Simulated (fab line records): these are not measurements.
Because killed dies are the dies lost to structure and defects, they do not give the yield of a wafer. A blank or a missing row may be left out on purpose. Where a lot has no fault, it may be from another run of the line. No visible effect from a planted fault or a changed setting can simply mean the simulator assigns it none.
A single fault, viewed from 2 desks || flow berkeley cmos170 || every desk sees just its own numbers, and what lay behind them comes last

AT THE TOOL OWNER'S DESK: lpcvd-02
The tool's own readings at UCB170_CONTACT_CVD_01 (deposits PSG from SiH4/O2/PH3, target thk 700 nm, time 2820 s): means of the sampled wafers that have a number, for each lot that ran on this tool. The brackets show how far a lot's mean lies from the usual mean; more than 4 standard deviations puts the lot out of limits, marked OUT.
Columns: A = ph3 flow sccm at UCB170_CONTACT_CVD_01, usual 25.00 sccm
{"lot": "L276", "first seen here": "day 7 02:46", "A": "29.96 (+71) OUT"}
{"lot": "L278", "first seen here": "day 7 02:46", "A": "29.95 (+71) OUT"}
{"lot": "L277", "first seen here": "day 7 04:34", "A": "30.04 (+72) OUT"}
{"lot": "L293", "first seen here": "day 10 03:01", "A": 25.02}
{"lot": "L294", "first seen here": "day 10 03:01", "A": 25.08}
{"lot": "L296", "first seen here": "day 11 01:40", "A": 25.02}
{"lot": "L295", "first seen here": "day 11 03:27", "A": 24.90}
This desk's finding: out of limits on L276, L277, L278; first on L276, day 7 02:46 (ph3 flow sccm at UCB170_CONTACT_CVD_01). In limits: L293, L294, L296, L295.

METROLOGY DESK
What the gauges read for every lot (on any tool): the sampled wafers with a number, averaged. The brackets show how far a lot's mean lies from the usual mean; more than 4 standard deviations puts the lot out of limits, marked OUT.
Columns: A = NSD_OVL at UCB170_NSD_OVL_MEAS_07, usual -2 nm; B = SILICIDE_TI_RS at UCB170_SILICIDE_RS_MEAS_02, usual 26.2 ohm/sq; C = CONTACT_PSG_THK at UCB170_CONTACT_THK_MEAS_02, usual 703 nm
{"lot": "L278", "first seen here": "day 6 23:46", "A": -4, "B": 26.4, "C": 722}
{"lot": "L276", "first seen here": "day 6 23:58", "A": -2, "B": 26.1, "C": 722}
{"lot": "L275", "first seen here": "day 7 00:02", "A": -1, "B": 26.0, "C": 696}
{"lot": "L277", "first seen here": "day 7 00:49", "A": -4, "B": 25.9, "C": 722}
{"lot": "L279", "first seen here": "day 7 12:57", "A": -3, "B": 26.0, "C": 701}
{"lot": "L280", "first seen here": "day 8 00:02", "A": -6, "B": 26.0, "C": 700}
{"lot": "L290", "first seen here": "day 9 21:12", "A": -5, "B": 26.2, "C": 700}
{"lot": "L293", "first seen here": "day 9 23:47", "A": 0, "B": 26.8, "C": 698}
{"lot": "L294", "first seen here": "day 10 00:02", "A": -2, "B": 25.1, "C": 700}
{"lot": "L292", "first seen here": "day 10 09:11", "A": -6, "B": 26.1, "C": 701}
{"lot": "L296", "first seen here": "day 10 23:12", "A": -3, "B": 26.0, "C": 700}
{"lot": "L295", "first seen here": "day 11 00:01", "A": 5, "B": 26.9, "C": 703}
{"lot": "L297", "first seen here": "day 11 08:37", "A": 2, "B": 26.3, "C": 699}
{"lot": "L298", "first seen here": "day 11 13:10", "A": -7, "B": 27.0, "C": 701}
This desk's finding: nothing out of limits on any of the 14 lots.

TAKEN TOGETHER
The tool owner's desk had the chance to raise an alarm at day 7 02:46 on L276, L277, L278.
Nothing out of limits was seen by the metrology desk.
The metrology desk holds a record of L276, L277, L278, inside its limits.
The lots listed all ran UCB170_CONTACT_CVD_01 on lpcvd-02.

WHAT WAS PUT IN BY THE SIMULATOR
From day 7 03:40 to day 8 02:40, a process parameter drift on lpcvd-02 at UCB170_CONTACT_CVD_01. Setting ph3 flow sccm shifted by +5 from 25.
Shown lots that were struck: L276, L277, L278.
